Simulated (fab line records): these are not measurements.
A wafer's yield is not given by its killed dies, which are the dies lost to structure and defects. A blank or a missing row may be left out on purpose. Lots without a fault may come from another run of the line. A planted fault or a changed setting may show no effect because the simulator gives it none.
Struck lot and sound lot, side by side | flow rit cmos | 15 steps out of a route of 202
Sound: these wafers, L521.1, L521.2, L521.4. Struck: wafers L526.2, L526.5, L526.6. At the end, the cause is stated.
At each step with rows: each side's tool, then ch and its chambers, then its first start. Under that, the readings that differ: sound wafers | struck wafers | difference of the means | sigmas: that difference in standard deviations of wafers without a fault.
alike: a reading whose means differ by less than 2 such deviations, as well as words and numbers matching on both sides. not compared: withheld readings; readings where some wafer has no value; bounds like >300 that might hide an equal value; numbers whose values overlap and for which the record gives no deviation.
The two part at a step that has a row with sigmas, a row that says differs or no value, or rows on one side only. Numbers that don't overlap but have no deviation are shown without sigmas and don't part them. Lack of a reading on every wafer of one side parts them only where that side has two or more wafers.

first, 6 steps without rows for these wafers: RIT_CONTACT_HMDS_02 (prime time 60 s); RIT_CONTACT_COAT_03 (resist thk 1000 nm); RIT_CONTACT_SOFTBAKE_04 (time 60 s); RIT_CONTACT_EXPOSE_05 (exposes mask M11, target cd 1000 nm); RIT_CONTACT_PEB_06; RIT_CONTACT_DEVELOP_07 (develop time 120 s).
RIT_CONTACT_CD_MEAS_08 targets a cd of 1000 nm.
  sound on cd sem-02 at day 4 09:14; struck on cd sem-02 at day 5 06:59
  alike: cd nm
RIT_CONTACT_OVL_MEAS_09:
  sound on overlay-01 at day 4 09:21; struck on overlay-02 at day 5 07:06
  alike: CONTACT_OVL
then, 1 step without rows for these wafers: RIT_CONTACT_HARDBAKE_10 (time 60 s).
RIT_CONTACT_ETCH_11: etches SiO2 in CHF3/CF4/Ar, stops on TiSi2, target depth 480 nm, time 320 s.
  sound on rie diel-01 ch 0,1,2, day 4 09:32; struck on rie diel-04 ch 0,3, day 5 07:17
  reading               | sound             | struck            | difference | sigmas
  oes product au (a.u.) | 0.976 0.979 0.983 | 1.019 1.008 1.012 | +0.034     | +3
  alike: drypump motor current A, throttle valve pct
  not compared: rf hours counter h
RIT_CONTACT_STRIP_12: strips in O2, time 180 s.
  sound on plasma asher-04 ch 0,1, day 4 09:44; struck on plasma asher-04 ch 0,1, day 5 07:29
  alike: drypump motor current A
  not compared: rf hours counter h
RIT_CONTACT_CD_MEAS_90 targets a cd of 1000 nm.
  sound on cd sem-02 at day 4 09:55; struck on cd sem-02 at day 5 07:40
  alike: cd nm
RIT_CONTACT_CLEAN_13: cleans in SC1, time 600 s.
  sound on wet bench-02 ch 2, day 4 10:02; struck on wet bench-01 ch 1, day 5 07:46
  reading               | sound             | struck            | difference | sigmas
  bath guard temp C (C) | 75.2 75.1 75.2    | 79.8 79.7 79.7    | +4.6       | +9
  temp c (C)            | 75.06 74.75 75.04 | 79.48 79.32 79.41 | +4.45      | +40
then, 1 step without rows for these wafers: RIT_CONTACT_CLEAN_14 (cleans in SC2, time 600 s).
RIT_M1_PROBE_99:
  sound on prober-01 at day 4 14:34; struck on prober-01 at day 5 12:34
  alike: killed_at_M0_to_M3, killed at contacts, killed at front end, killed dies, killed open, killed short

== WHERE THEY PART ==
Last at RIT_CONTACT_CLEAN_13 as far as this record goes, first at RIT_CONTACT_ETCH_11. Later steps at which nothing parts them and some readings are alike: RIT_M1_PROBE_99.

WHY: whatever the simulator had introduced
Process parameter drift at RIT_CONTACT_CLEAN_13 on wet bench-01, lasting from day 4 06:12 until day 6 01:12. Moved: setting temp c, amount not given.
